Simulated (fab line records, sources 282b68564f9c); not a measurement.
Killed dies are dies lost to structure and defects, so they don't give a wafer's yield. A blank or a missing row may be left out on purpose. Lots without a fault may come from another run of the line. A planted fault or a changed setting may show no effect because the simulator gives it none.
fab line records | flow rit_cmos
record lots=7 wafers=21 last_day=7
route steps=202 shown FOX2@24 NWELL@28 PWELL@40 WELLDRIVE@50 M1@202
lots that met no fault: from a run of the same line without faults
start_h: hours from the record's first day to the start of the lot's first wafer shown | wait_h: hours since the lot's step before | " the same as in the row above | L1.1+2: a row that stands for several wafers | - no value, or no start given | * or withheld: withheld | < > ~ a bound
route shown NAME@n: a module of which the file shows steps, and the number in the route of the first | usual: mean/standard deviation of fault-free wafers | same: alike in all rows | chamber/n: place in a boat | sites: the reading at each site | _std_site: their standard deviation | _edge_site: outer sites' mean less inner sites' | radius_mm: how far each site lies from the wafer's centre | mask NAME#n: copy n | behind: the tool/chamber that last shaped the wafer | hold: why the lot was held/for how many hours/how that ended | device: the transistor (n, p or np) that didn't switch | end of line: the same wafers' tests at the end of the route | a step without rows: its recipe alone | killed: dies lost to structure and defects at the first sort, not the wafer's yield | map: a wafer's dies, x killed, . not, _ none there
set.NAME: the setting as run; set.NAME@STEP: as run at that earlier step | model.NAME: the simulator's own value behind a step, which no gauge read
lots at some steps of the route; a table a step, a row a wafer
services: from which hour (start_h, from the record's first day; less than 0 if before it) a tool's chamber was out of use, for how many hours, and why
## steps
# step RIT_FOX2_THK_MEAS_01
# recipe reads=SiO2_of_FOX2_OXIDATION_00
# usual FOX2_OXIDE_THK=345/6.9
# columns lot.wafer tool chamber start_h wait_h FOX2_OXIDE_THK[nm]
L598.3 film_metro-02 - 55.19 0.0 342
L598.4 " - " " 346
L598.6 " - " " 351
L602.1 film_metro-03 - 74.19 0.0 343
L602.3 " - " " 340
L602.5 " - " " 338
L603.1 film_metro-04 - 78.60 0.0 347
L603.3 " - " " 348
L603.6 " - " " 346
L604.2 film_metro-04 - 93.51 0.0 347
L604.3 " - " " 352
L604.6 " - " " 347
L607.2 film_metro-02 - 99.68 0.0 334
L607.4 " - " " 341
L607.6 " - " " 342
L613.1 film_metro-03 - 130.15 0.0 331
L613.2 " - " " 339
L613.3 " - " " 337
L614.1 film_metro-04 - 133.77 0.0 349
L614.3 " - " " 351
L614.4 " - " " 351
# step RIT_FOX2_CLEAN_02
# recipe chemistry=dHF dilution=50:1 time_s=180
# step RIT_FOX2_WET_ETCH_03
# recipe chemistry=H3PO4 target=Si3N4 target_depth_nm=195 temp_c=165 time_s=2700
# step RIT_FOX2_THK_MEAS_90
# recipe reads=SiO2_of_FOX2_OXIDATION_00
# usual FIELD_OXIDE_LEFT_1_THK=318/6.9
# columns lot.wafer tool chamber start_h wait_h FIELD_OXIDE_LEFT_1_THK[nm]
L598.3 film_metro-04 - 56.07 0.0 315
L598.4 " - " " 319
L598.6 " - " " 324
L602.1 film_metro-03 - 75.15 0.0 316
L602.3 " - " " 313
L602.5 " - " " 310
L603.1 film_metro-03 - 79.48 0.0 320
L603.3 " - " " 321
L603.6 " - " " 318
L604.2 film_metro-02 - 94.46 0.0 320
L604.3 " - " " 324
L604.6 " - " " 319
L607.2 film_metro-03 - 100.56 0.0 306
L607.4 " - " " 313
L607.6 " - " " 314
L613.1 film_metro-04 - 131.02 0.0 303
L613.2 " - " " 311
L613.3 " - " " 310
L614.1 film_metro-02 - 134.64 0.0 322
L614.3 " - " " 324
L614.4 " - " " 323
# step RIT_NWELL_HMDS_00
# recipe prime_time_s=60 prime_temp_c=140
# step RIT_NWELL_COAT_01
# recipe resist=NOVOLAK spin_rpm=2000 resist_thk_nm=1300
# step RIT_NWELL_SOFTBAKE_02
# recipe resist=NOVOLAK temp_c=90 time_s=60
# step RIT_NWELL_EXPOSE_03
# recipe mask_id=M2 na=0.57 target_cd_nm=43900 dose_mj=250
# step RIT_NWELL_PEB_04
# recipe resist=NOVOLAK temp_c=withheld time_s=withheld
# step RIT_NWELL_DEVELOP_05
# recipe resist=NOVOLAK develop_time_s=68 dev_temp_c=23
# step RIT_NWELL_OVL_MEAS_06
# usual NWELL_OVL=0.4/1.4
# columns lot.wafer tool chamber start_h wait_h NWELL_OVL[nm]
L598.3 overlay-02 - 57.00 - -0.7
L598.4 " - " " 1.3
L598.6 " - " " -0.9
L602.1 overlay-01 - 76.21 - 0.9
L602.3 " - " " 0.2
L602.5 " - " " 0.3
L603.1 overlay-01 - 80.42 - 1.7
L603.3 " - " " -0.5
L603.6 " - " " 0.2
L604.2 overlay-01 - 95.52 - 1.5
L604.3 " - " " 1.3
L604.6 " - " " 1.7
L607.2 overlay-01 - 101.62 - 1.7
L607.4 " - " " 2.6
L607.6 " - " " 3.3
L613.1 overlay-01 - 131.96 - 1.6
L613.2 " - " " 1.7
L613.3 " - " " 0.9
L614.1 overlay-01 - 135.71 - 0.7
L614.3 " - " " 2.7
L614.4 " - " " 2.3
# step RIT_NWELL_HARDBAKE_07
# recipe resist=NOVOLAK temp_c=140 time_s=120
# step RIT_NWELL_IMPLANT_08
# recipe species=P energy_kev=170 dose_cm2=5e+13 tilt_deg=7
# usual dose_ions_cm2=4.999e+13/5.8e+10 faraday_current_uA=158/3.1
# columns lot.wafer tool chamber start_h wait_h dose_ions_cm2 faraday_current_uA
L598.3 implanter-04 0 57.32 0.2 5.002e+13 162
L598.4 " 0 " " 5e+13 160
L598.6 " 0 " " 4.998e+13 162
L602.1 implanter-04 0 76.50 0.2 7.998e+13 244
L602.3 " 0 " " 8.003e+13 255
L602.5 " 0 " " 8.004e+13 248
L603.1 implanter-04 0 80.70 0.2 7.99e+13 261
L603.3 " 0 " " 7.992e+13 251
L603.6 " 0 " " 7.999e+13 259
L604.2 implanter-04 0 95.82 0.2 8.012e+13 258
L604.3 " 0 " " 8.002e+13 253
L604.6 " 0 " " 7.993e+13 262
L607.2 implanter-01 0 101.93 0.2 4.985e+13 164
L607.4 " 0 " " 4.993e+13 157
L607.6 " 0 " " 4.991e+13 161
L613.1 implanter-02 0 132.25 0.2 4.996e+13 164
L613.2 " 0 " " 4.994e+13 152
L613.3 " 0 " " 5.001e+13 158
L614.1 implanter-02 0 135.99 0.2 4.998e+13 156
L614.3 " 0 " " 4.997e+13 158
L614.4 " 0 " " 4.999e+13 155
# step RIT_NWELL_STRIP_09
# recipe chemistry=O2 time_s=180 resist=NOVOLAK platen_temp_c=withheld power_w=500 pressure_mtorr=4000 o2_flow_sccm=4000
# usual drypump_motor_current_A=5.6/0.44
# same time_s=180
# columns lot.wafer tool chamber start_h wait_h drypump_motor_current_A rf_hours_counter_h
L598.3 plasma_asher-02 1 57.48 0.1 5.1 -
L598.4 " 0 " " 6.1 -
L598.6 " 1 " " 5.1 -
L602.1 plasma_asher-03 1 76.65 0.1 6.1 44
L602.3 " 0 " " 5.1 -
L602.5 " 0 " " 5.1 -
L603.1 plasma_asher-03 0 80.85 0.1 5.1 45
L603.3 " 0 " " 5.1 -
L603.6 " 1 " " 6.1 -
L604.2 plasma_asher-03 0 95.95 0.1 5.2 46
L604.3 " 1 " " 6.1 -
L604.6 " 0 " " 5.1 -
L607.2 plasma_asher-03 1 102.05 0.1 6.1 47
L607.4 " 1 " " 6.1 -
L607.6 " 1 " " 6.1 -
L613.1 plasma_asher-02 0 132.40 0.1 6.2 33
L613.2 " 1 " " 5.1 33
L613.3 " 0 " " 6.1 -
L614.1 plasma_asher-02 1 136.14 0.1 5.1 34
L614.3 " 0 " " 6.1 -
L614.4 " 1 " " 5.1 -
# step RIT_NWELL_TW_MEAS_10
# usual NWELL_TW=2150/9.1
# columns lot.wafer tool chamber start_h wait_h hold NWELL_TW
L598.3 film_metro-01 - 57.62 0.1 - 2145
L598.4 " - " " - 2133
L598.6 " - " " - 2133
L602.1 film_metro-02 - 76.82 0.1 await_dispo/0.2h/release 2495
L602.3 " - " " await_dispo/0.2h/release 2496
L602.5 " - " " await_dispo/0.2h/release 2497
L602.1 film_metro-02 - 77.11 0.3 - 2495
L602.3 " - " " - 2502
L602.5 " - " " - 2508
L603.1 film_metro-02 - 81.03 0.1 await_dispo/0.2h/release 2507
L603.3 " - " " await_dispo/0.2h/release 2488
L603.6 " - " " await_dispo/0.2h/release 2500
L603.1 film_metro-02 - 81.25 0.2 - 2512
L603.3 " - " " - 2493
L603.6 " - " " - 2506
L604.2 film_metro-03 - 96.13 0.1 await_dispo/0.2h/release 2497
L604.3 " - " " await_dispo/0.2h/release 2497
L604.6 " - " " await_dispo/0.2h/release 2490
L604.2 film_metro-03 - 96.36 0.2 - 2492
L604.3 " - " " - 2494
L604.6 " - " " - 2489
L607.2 film_metro-01 - 102.24 0.1 - 2154
L607.4 " - " " - 2157
L607.6 " - " " - 2151
L613.1 film_metro-02 - 132.57 0.1 - 2151
L613.2 " - " " - 2158
L613.3 " - " " - 2163
L614.1 film_metro-01 - 136.32 0.1 - 2157
L614.3 " - " " - 2161
L614.4 " - " " - 2158
# step RIT_PWELL_COAT_01
# recipe resist=NOVOLAK spin_rpm=2000 resist_thk_nm=1300
# step RIT_PWELL_SOFTBAKE_02
# recipe resist=NOVOLAK temp_c=90 time_s=60
# step RIT_PWELL_EXPOSE_03
# recipe mask_id=M3 na=0.57 target_cd_nm=43700 dose_mj=250
# step RIT_PWELL_PEB_04
# recipe resist=NOVOLAK temp_c=withheld time_s=withheld
# step RIT_PWELL_DEVELOP_05
# recipe resist=NOVOLAK develop_time_s=68 dev_temp_c=23
# step RIT_PWELL_OVL_MEAS_06
# usual PWELL_OVL=0.0/1.2
# columns lot.wafer tool chamber start_h wait_h PWELL_OVL[nm]
L598.3 overlay-01 - 58.68 - -2.2
L598.4 " - " " -2.9
L598.6 " - " " -1.8
L602.1 overlay-01 - 80.15 - 1.4
L602.3 " - " " 0.2
L602.5 " - " " 0.8
L603.1 overlay-01 - 83.57 - -0.8
L603.3 " - " " -0.4
L603.6 " - " " 0.1
L604.2 overlay-02 - 99.09 - 1.3
L604.3 " - " " 1.5
L604.6 " - " " 0.4
L607.2 overlay-01 - 103.17 - 0.5
L607.4 " - " " 0.6
L607.6 " - " " 1.6
L613.1 overlay-02 - 133.64 - -0.5
L613.2 " - " " -0.1
L613.3 " - " " 0.7
L614.1 overlay-01 - 137.48 - -0.3
L614.3 " - " " -0.6
L614.4 " - " " -1.3
# step RIT_PWELL_HARDBAKE_07
# recipe resist=NOVOLAK temp_c=140 time_s=120
# step RIT_PWELL_IMPLANT_08
# recipe species=B energy_kev=170 dose_cm2=7e+13 tilt_deg=7
# step RIT_PWELL_STRIP_09
# recipe chemistry=O2 time_s=180 resist=NOVOLAK platen_temp_c=withheld power_w=500 pressure_mtorr=4000 o2_flow_sccm=4000
# usual drypump_motor_current_A=5.8/0.31
# same time_s=180
# columns lot.wafer tool chamber start_h wait_h drypump_motor_current_A rf_hours_counter_h
L598.3 plasma_asher-04 1 59.16 0.1 6.3 -
L598.4 " 0 " " 5.8 -
L598.6 " 1 " " 6.3 -
L602.1 plasma_asher-03 0 81.03 0.1 5.1 45
L602.3 " 0 " " 5.1 -
L602.5 " 0 " " 5.2 -
L603.1 plasma_asher-01 1 84.13 0.1 5.9 43
L603.3 " 0 " " 5.6 -
L603.6 " 1 " " 5.9 -
L604.2 plasma_asher-04 0 99.52 0.1 5.9 46
L604.3 " 1 " " 6.3 -
L604.6 " 1 " " 6.2 -
L607.2 plasma_asher-01 0 103.60 0.1 5.6 45
L607.4 " 1 " " 5.9 -
L607.6 " 0 " " 5.6 -
L613.1 plasma_asher-01 1 134.07 0.1 5.9 49
L613.2 " 0 " " 5.6 49
L613.3 " 1 " " 5.9 -
L614.1 plasma_asher-01 1 137.92 0.1 5.9 50
L614.3 " 1 " " 5.9 -
L614.4 " 0 " " 5.5 -
# step RIT_PWELL_TW_MEAS_10
# usual PWELL_TW=954/4.5
# columns lot.wafer tool chamber start_h wait_h PWELL_TW
L598.3 film_metro-02 - 59.29 0.1 951
L598.4 " - " " 954
L598.6 " - " " 953
L602.1 film_metro-01 - 81.20 0.1 951
L602.3 " - " " 950
L602.5 " - " " 948
L603.1 film_metro-01 - 84.30 0.1 941
L603.3 " - " " 942
L603.6 " - " " 942
L604.2 film_metro-03 - 99.71 0.1 952
L604.3 " - " " 958
L604.6 " - " " 952
L607.2 film_metro-01 - 103.79 0.1 961
L607.4 " - " " 958
L607.6 " - " " 954
L613.1 film_metro-01 - 134.25 0.1 958
L613.2 " - " " 953
L613.3 " - " " 953
L614.1 film_metro-02 - 138.09 0.1 961
L614.3 " - " " 960
L614.4 " - " " 956
# step RIT_WELLDRIVE_ANNEAL_00
# recipe temp_c=1100 time_s=14700 ambient=N2
# step RIT_WELLDRIVE_RS_MEAS_01
# recipe thk_meas_gauge=four-point-probe
# usual NWELL_RS=275.6/0.73
# columns lot.wafer tool chamber start_h wait_h hold NWELL_RS[ohm/sq]
L598.3 film_metro-02 - 64.46 0.0 - 275.4
L598.4 " - " " - 275.4
L598.6 " - " " - 275.6
L602.1 film_metro-03 - 87.34 0.1 await_dispo/0.2h/release 208.8
L602.3 " - " " await_dispo/0.2h/release 208.4
L602.5 " - " " await_dispo/0.2h/release 208.6
L602.1 film_metro-03 - 87.70 0.3 - 209.1
L602.3 " - " " - 208.8
L602.5 " - " " - 208.7
L603.1 film_metro-02 - 89.45 0.0 await_dispo/0.2h/release 207.8
L603.3 " - " " await_dispo/0.2h/release 207.8
L603.6 " - " " await_dispo/0.2h/release 207.9
L603.1 film_metro-02 - 89.73 0.3 - 207.9
L603.3 " - " " - 208.3
L603.6 " - " " - 207.8
L604.2 film_metro-01 - 105.83 0.0 await_dispo/0.2h/release 208.1
L604.3 " - " " await_dispo/0.2h/release 208.2
L604.6 " - " " await_dispo/0.2h/release 208.3
L604.2 film_metro-01 - 106.12 0.3 - 208.0
L604.3 " - " " - 208.1
L604.6 " - " " - 207.9
L607.2 film_metro-03 - 109.70 0.0 - 275.5
L607.4 " - " " - 274.9
L607.6 " - " " - 275.4
L613.1 film_metro-01 - 139.39 0.0 - 274.6
L613.2 " - " " - 274.4
L613.3 " - " " - 274.5
L614.1 film_metro-02 - 143.23 0.0 - 275.8
L614.3 " - " " - 275.2
L614.4 " - " " - 275.5
# step RIT_M1_PROBE_99
# usual defect_limited_yield=97.5/1.2 killed_at_contacts=0.1/0.23 killed_at_front_end=7/3 killed_dies=7/3.1 killed_open=3.3/2.1 killed_short=3.3/2 sort_bin_3_pad_short=0.1/0.22 sort_bin_5_function=1.4/0.8 sort_bin_6_memory=1.0/0.65 sort_n_pass=257/3.1 sort_yield_pct=97.5/1.2
# same gross_dies=264 killed_at_M0_to_M3=0 killed_at_M4_up=0 killed_at_back_side=0 killed_at_other=0
# columns lot.wafer tool chamber start_h wait_h defect_limited_yield[%] killed_at_contacts killed_at_front_end killed_dies killed_open killed_short sort_bin_3_pad_short[%] sort_bin_5_function[%] sort_bin_6_memory[%] sort_n_pass sort_yield_pct[%]
L598.3 prober-01 - 95.22 0.2 98.5 0 4 4 2 2 0 1.1 0.4 260 98.5
L598.4 prober-01 - 95.27 0.2 98.1 0 5 5 2 3 0.8 0 1.1 259 98.1
L598.6 prober-01 - 95.37 0.2 97.3 0 7 7 4 3 0 1.5 1.1 257 97.3
L607.2 prober-02 - 143.72 0.1 98.9 0 3 3 2 1 0 0.4 0.8 261 98.9
L607.4 prober-02 - 143.82 0.2 98.1 0 5 5 3 2 0 0.8 1.1 259 98.1
L607.6 prober-02 - 143.92 0.2 96.2 0 10 10 7 3 0 1.9 1.9 254 96.2
L613.1 prober-02 - 169.81 0.1 95.5 1 11 12 9 3 0 2.7 1.9 252 95.5
L613.2 prober-02 - 169.86 0.1 97.0 0 8 8 2 6 0 1.9 1.1 256 97.0
L613.3 prober-02 - 169.91 0.2 95.1 1 12 13 9 4 0 2.3 2.7 251 95.1
L614.1 prober-01 - 172.94 0.1 98.1 0 5 5 1 4 0.4 1.5 0 259 98.1
L614.3 prober-01 - 173.04 0.2 97.3 0 7 7 4 3 0 1.5 1.1 257 97.3
L614.4 prober-01 - 173.09 0.2 97.0 0 8 8 5 3 0.4 1.1 1.5 256 97.0
# killed by level:class
L598.3 ACTIVE:geometric_particle:open=1 FOX1:geometric_particle:open=1 FOX1:geometric_particle:short=1 GATE:geometric_particle:short=1
L598.4 GATE:geometric_particle:short=2 FOX2:geometric_particle:open=1 REOX:geometric_particle:short=1 SILICIDE:geometric_particle:open=1
L598.6 GATE:geometric_particle:open=3 GATE:geometric_particle:short=1 SPACER:geometric_particle:short=1 SILICIDE:geometric_particle:open=1 SILICIDE:geometric_particle:short=1
L607.2 FOX1:geometric_particle:open=1 GATE:geometric_particle:short=1 SILICIDE:geometric_particle:open=1
L607.4 SILICIDE:geometric_particle:open=2 GATE:geometric_particle:open=1 GATE:geometric_particle:short=1 SILICIDE:geometric_particle:short=1
L607.6 REOX:geometric_particle:open=3 REOX:geometric_particle:short=2 FOX1:geometric_particle:open=1 FOX2:geometric_particle:open=1 GATE:geometric_particle:open=1 SILICIDE:geometric_particle:open=1 SILICIDE:geometric_particle:short=1
L613.1 GATE:geometric_particle:open=7 REOX:geometric_particle:short=2 GATE:geometric_particle:short=1 REOX:geometric_particle:open=1 CONTACT:geometric_particle:open=1
L613.2 GATE:geometric_particle:short=3 SPACER:geometric_particle:open=2 FOX2:geometric_particle:short=1 REOX:geometric_particle:short=1 SPACER:geometric_particle:short=1
L613.3 REOX:geometric_particle:open=3 SILICIDE:geometric_particle:open=3 REOX:geometric_particle:short=2 SPACER:geometric_particle:open=2 GATE:geometric_particle:short=1 SPACER:geometric_particle:short=1 CONTACT:geometric_particle:open=1
L614.1 SILICIDE:geometric_particle:short=2 FOX1:geometric_particle:short=1 REOX:geometric_particle:open=1 SPACER:geometric_particle:short=1
L614.3 FOX1:geometric_particle:open=2 FOX1:geometric_particle:short=1 FOX2:geometric_particle:open=1 GATE:geometric_particle:short=1 REOX:geometric_particle:open=1 SPACER:geometric_particle:short=1
L614.4 GATE:geometric_particle:open=2 SPACER:geometric_particle:short=2 SILICIDE:geometric_particle:open=2 GATE:geometric_particle:short=1 REOX:geometric_particle:open=1
## services
# columns tool chamber start_h hours kind
plasma_asher-04 - 71.89 1.8 repair
plasma_asher-03 - 86.78 4.0 pm
implanter-04 - 90.73 4.1 pm
implanter-04 - 96.55 3.2 repair
plasma_asher-04 - 108.75 9.0 pm
plasma_asher-04 0 108.75 9.0 vent_cycle
plasma_asher-04 1 108.75 9.0 vent_cycle
plasma_asher-04 0 117.75 - clean
plasma_asher-04 1 117.75 - clean
implanter-01 - 123.12 0.5 repair
plasma_asher-04 - 126.51 5.2 repair
## key
first_sign step=RIT_NWELL_IMPLANT_08 reading=dose_ions_cm2 direction=up sigmas=99+ usual=4.999e+13 struck=7.999e+13
effect step=RIT_NWELL_IMPLANT_08 reading=faraday_current_uA direction=up sigmas=31 usual=158 struck=255
effect step=RIT_NWELL_TW_MEAS_10 reading=visit direction=added
effect step=RIT_NWELL_TW_MEAS_10 reading=NWELL_TW direction=up sigmas=38 usual=2150 struck=2496
effect step=RIT_WELLDRIVE_RS_MEAS_01 reading=visit direction=added
effect step=RIT_WELLDRIVE_RS_MEAS_01 reading=NWELL_RS direction=down sigmas=92 usual=275.6 struck=208.2
met_at RIT_NWELL_IMPLANT_08
struck_wafers L602.1,L602.3,L602.5,L603.1,L603.3,L603.6,L604.2,L604.3,L604.6
scrapped_behind RIT_WELLDRIVE_RS_MEAS_01 L602.1,L602.3,L602.5,L603.1,L603.3,L603.6,L604.2,L604.3,L604.6
onset_between 57.32 76.50
fault kind=process_parameter_drift tool=implanter-04 chamber=- onset_h=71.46 steps=RIT_NWELL_IMPLANT_08 channel=dose_cm2 offset=3e+13 shape=step end_h=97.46 acts_in=these_recipes_only stated=5e+13
